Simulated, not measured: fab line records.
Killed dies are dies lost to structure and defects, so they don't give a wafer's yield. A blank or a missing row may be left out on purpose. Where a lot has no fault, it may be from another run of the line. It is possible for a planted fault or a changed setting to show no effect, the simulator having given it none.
Split-lot experiment || flow berkeley_cmos170 || 5 lots, 23 wafers read, on a route of 331 steps

## ABOUT THE SPLIT
At UCB170_PVT_IMPLANT_07, the setting energy_kev was moved away from the recipe's 30 on 8 of the 23 wafers read, by -2.8% to +4.8%. This setting was run at the recipe's value on the other wafers.

The reading is taken at the split's own step.

## THE READING
implant.drp_nm (the simulator's own value, which no gauge read), in nm, at UCB170_PVT_IMPLANT_07. The file does not state a usual value for it.

{"wafer": "L074.1", "tool, chamber at the split": "implanter-02, 0", "energy_kev as run": 31.4, "against the recipe": "+4.7%", "implant.drp_nm, nm": 17.21, "against lot-mates on the recipe": "+0.65"}
{"wafer": "L074.2", "tool, chamber at the split": "implanter-02, 0", "energy_kev as run": 31.4, "against the recipe": "+4.7%", "implant.drp_nm, nm": 17.21, "against lot-mates on the recipe": "+0.65"}
{"wafer": "L074.3", "tool, chamber at the split": "implanter-02, 0", "energy_kev as run": 31.4, "against the recipe": "+4.7%", "implant.drp_nm, nm": 17.21, "against lot-mates on the recipe": "+0.65"}
{"wafer": "L074.5", "tool, chamber at the split": "implanter-02, 0", "energy_kev as run": 30, "against the recipe": "recipe", "implant.drp_nm, nm": 16.56, "against lot-mates on the recipe": "-"}
{"wafer": "L074.6", "tool, chamber at the split": "implanter-02, 0", "energy_kev as run": 30, "against the recipe": "recipe", "implant.drp_nm, nm": 16.56, "against lot-mates on the recipe": "-"}
{"wafer": "L077.1", "tool, chamber at the split": "implanter-03, 0", "energy_kev as run": 30, "against the recipe": "recipe", "implant.drp_nm, nm": 16.56, "against lot-mates on the recipe": "-"}
{"wafer": "L077.2", "tool, chamber at the split": "implanter-03, 0", "energy_kev as run": 30, "against the recipe": "recipe", "implant.drp_nm, nm": 16.56, "against lot-mates on the recipe": "-"}
{"wafer": "L077.3", "tool, chamber at the split": "implanter-03, 0", "energy_kev as run": 30, "against the recipe": "recipe", "implant.drp_nm, nm": 16.56, "against lot-mates on the recipe": "-"}
{"wafer": "L077.4", "tool, chamber at the split": "implanter-03, 0", "energy_kev as run": 30, "against the recipe": "recipe", "implant.drp_nm, nm": 16.56, "against lot-mates on the recipe": "-"}
{"wafer": "L077.5", "tool, chamber at the split": "implanter-03, 0", "energy_kev as run": 30, "against the recipe": "recipe", "implant.drp_nm, nm": 16.56, "against lot-mates on the recipe": "-"}
{"wafer": "L079.3", "tool, chamber at the split": "implanter-04, 0", "energy_kev as run": 30, "against the recipe": "recipe", "implant.drp_nm, nm": 16.56, "against lot-mates on the recipe": "-"}
{"wafer": "L079.4", "tool, chamber at the split": "implanter-04, 0", "energy_kev as run": 30, "against the recipe": "recipe", "implant.drp_nm, nm": 16.56, "against lot-mates on the recipe": "-"}
{"wafer": "L079.5", "tool, chamber at the split": "implanter-04, 0", "energy_kev as run": 30, "against the recipe": "recipe", "implant.drp_nm, nm": 16.56, "against lot-mates on the recipe": "-"}
{"wafer": "L081.1", "tool, chamber at the split": "implanter-03, 0", "energy_kev as run": 30, "against the recipe": "recipe", "implant.drp_nm, nm": 16.56, "against lot-mates on the recipe": "-"}
{"wafer": "L081.2", "tool, chamber at the split": "implanter-03, 0", "energy_kev as run": 30, "against the recipe": "recipe", "implant.drp_nm, nm": 16.56, "against lot-mates on the recipe": "-"}
{"wafer": "L081.4", "tool, chamber at the split": "implanter-03, 0", "energy_kev as run": 30, "against the recipe": "recipe", "implant.drp_nm, nm": 16.56, "against lot-mates on the recipe": "-"}
{"wafer": "L081.3", "tool, chamber at the split": "implanter-03, 0", "energy_kev as run": 29.17, "against the recipe": "-2.8%", "implant.drp_nm, nm": 16.28, "against lot-mates on the recipe": -0.28}
{"wafer": "L081.5", "tool, chamber at the split": "implanter-03, 0", "energy_kev as run": 29.17, "against the recipe": "-2.8%", "implant.drp_nm, nm": 16.28, "against lot-mates on the recipe": -0.28}
{"wafer": "L084.1", "tool, chamber at the split": "implanter-04, 0", "energy_kev as run": 31.44, "against the recipe": "+4.8%", "implant.drp_nm, nm": 17.23, "against lot-mates on the recipe": "+0.67"}
{"wafer": "L084.4", "tool, chamber at the split": "implanter-04, 0", "energy_kev as run": 31.44, "against the recipe": "+4.8%", "implant.drp_nm, nm": 17.23, "against lot-mates on the recipe": "+0.67"}
{"wafer": "L084.6", "tool, chamber at the split": "implanter-04, 0", "energy_kev as run": 31.44, "against the recipe": "+4.8%", "implant.drp_nm, nm": 17.23, "against lot-mates on the recipe": "+0.67"}
{"wafer": "L084.3", "tool, chamber at the split": "implanter-04, 0", "energy_kev as run": 30, "against the recipe": "recipe", "implant.drp_nm, nm": 16.56, "against lot-mates on the recipe": "-"}
{"wafer": "L084.5", "tool, chamber at the split": "implanter-04, 0", "energy_kev as run": 30, "against the recipe": "recipe", "implant.drp_nm, nm": 16.56, "against lot-mates on the recipe": "-"}

THE FIT
A straight line over all 23 wafers: implant.drp_nm changes by +0.133 nm for each +1% of energy_kev; r = +1.00; the points scatter about the line by 0.027 nm.
The same after taking each lot's own level away (the mean of its wafers on the recipe; 23 wafers): +0.133 nm for each +1%; r = +1.00; scatter 0.027 nm.
The reading moves by 0.64 nm for the largest change in energy_kev, on that fit.
The lots' own levels span 16.560 to 16.560 nm.
Consequently the slope shifts little with the lot-to-lot level, the two slopes agreeing.
Check: for one of the wafers moved furthest among these (+4.8%), held out of the fit, the line's prediction against its lot-mates is +0.652 nm. It came out at +0.67 nm against them.

## FURTHER SPLITS ON THESE WAFERS
Note: prior to the reading, these wafers also went through further splits. Each is held against what the fit with the lots' levels taken away leaves over:
{"other split on the same wafers": "UCB170_START_OXIDATION_02 ox_time_s", "wafers away from the commonest value": 18, "r with implant.drp_nm (lot level and that fit taken away)": -0.38}
{"other split on the same wafers": "UCB170_PWELL_CVD_05 pressure_mtorr", "wafers away from the commonest value": 10, "r with implant.drp_nm (lot level and that fit taken away)": -0.28}
{"other split on the same wafers": "UCB170_PWELL_IMPLANT_15 energy_kev", "wafers away from the commonest value": 6, "r with implant.drp_nm (lot level and that fit taken away)": "+0.28"}
{"other split on the same wafers": "UCB170_ACTIVE_CVD_05 temp_c", "wafers away from the commonest value": 10, "r with implant.drp_nm (lot level and that fit taken away)": "+0.29"}
{"other split on the same wafers": "UCB170_ACTIVE_SOFTBAKE_09 time_s", "wafers away from the commonest value": 4, "r with implant.drp_nm (lot level and that fit taken away)": "+0.17"}

## THE WHOLE CHAIN: every reading that the file lists as answering this split, in the file's order
{"step": "UCB170_PVT_IMPLANT_07", "what it does": "", "reading": "implant.rp_nm (the simulator's own value, which no gauge read)", "change (the file's fit)": "+0.331 nm for each +1% of the setting", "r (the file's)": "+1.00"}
{"step": "UCB170_PVT_IMPLANT_07", "what it does": "", "reading": "implant.drp_nm (the simulator's own value, which no gauge read)", "change (the file's fit)": "+0.133 nm for each +1% of the setting", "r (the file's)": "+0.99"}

## FILE'S OWN FIT
implant.drp_nm changes by +0.133 nm for each +1% of energy_kev, r = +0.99.
